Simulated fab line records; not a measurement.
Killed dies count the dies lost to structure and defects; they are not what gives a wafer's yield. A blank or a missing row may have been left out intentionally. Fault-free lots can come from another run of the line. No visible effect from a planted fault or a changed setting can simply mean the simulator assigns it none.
Which tool was responsible? | flow rit_cmos | 7 lots with 21 wafers sampled at 3 steps, on a route of 202 steps

## WHAT THE GAUGES READ, wafer by wafer
RIT_NSD_TW_MEAS_10.
lot  | measured    | on            | NSD_TW
L767 | day 3 08:25 | film_metro-04 | 3110 3103 3116
L769 | day 3 20:04 | film_metro-03 | 3154 3156 3155
L771 | day 4 05:53 | film_metro-03 | 3165 3150 3164
L773 | day 4 15:38 | film_metro-01 | 3107 3118 3120
L782 | day 7 03:53 | film_metro-03 | 2736 2752 2754
L785 | day 7 19:35 | film_metro-04 | 3109 3099 3118
L789 | day 8 13:23 | film_metro-03 | 3158 3156 3186

## EACH LOT AND THE TOOL THAT RAN IT (in order: tool; ch and the chambers of the sampled wafers; start)
lot  | RIT_PRETRO_STRIP_09                 | RIT_NSD_IMPLANT_08
L767 | plasma_asher-02 ch 0,1, day 2 14:22 | implanter-03 ch 0, day 3 08:07
L769 | plasma_asher-01 ch 0,1, day 3 01:47 | implanter-04 ch 0, day 3 19:44
L771 | plasma_asher-04 ch 0,1, day 3 10:50 | implanter-02 ch 0, day 4 05:34
L773 | plasma_asher-01 ch 0,1, day 3 21:00 | implanter-03 ch 0, day 4 15:20
L782 | plasma_asher-04 ch 0,1, day 6 00:58 | implanter-02 ch 0, day 7 03:34
L785 | plasma_asher-01 ch 0,1, day 6 18:16 | implanter-04 ch 0, day 7 19:17
L789 | plasma_asher-04 ch 0,1, day 7 12:02 | implanter-04 ch 0, day 8 13:04
- RIT_PRETRO_STRIP_09: strips in O2, time 180 s.
- RIT_NSD_IMPLANT_08

## THE ANSWER, worked out from the rows above alone
Rule: the usual values come from the lots themselves. The widest of any qualifying gaps counts: lots, ordered by their means at a reading, are off when they make up no more than a third of the lots, leave a main group of 4 or more, and stand apart from it by 3 or more times the standard deviation of that group's means. A main group whose means are all the same, to the digits that the tables above print for the reading, isn't used. Also off: a lot with no number at a reading for which 4 or more lots have one. All remaining lots with rows at the step are treated as sound.
Off: L782, at RIT_NSD_TW_MEAS_10 (NSD_TW). The main group has a mean of 3136 with a standard deviation of 25.
A tool fits if, at a process step before that reading, it ran every lot that is off, and no sound lot after the first of them. Gauges at RIT_NSD_TW_MEAS_10: tried the same way as those tools. One fits: implanter-02 at RIT_NSD_IMPLANT_08. A fault onset in the window from L771 (day 4 05:34, its last sound lot) to L782 (day 7 03:34, its first lot off) fits.

## WHAT THE SIMULATOR HAD INSERTED
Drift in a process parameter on implanter-02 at RIT_NSD_IMPLANT_08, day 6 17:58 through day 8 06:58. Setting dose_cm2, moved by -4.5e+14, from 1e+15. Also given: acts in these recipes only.
Lots struck among those shown: L782. The rule above found the same.
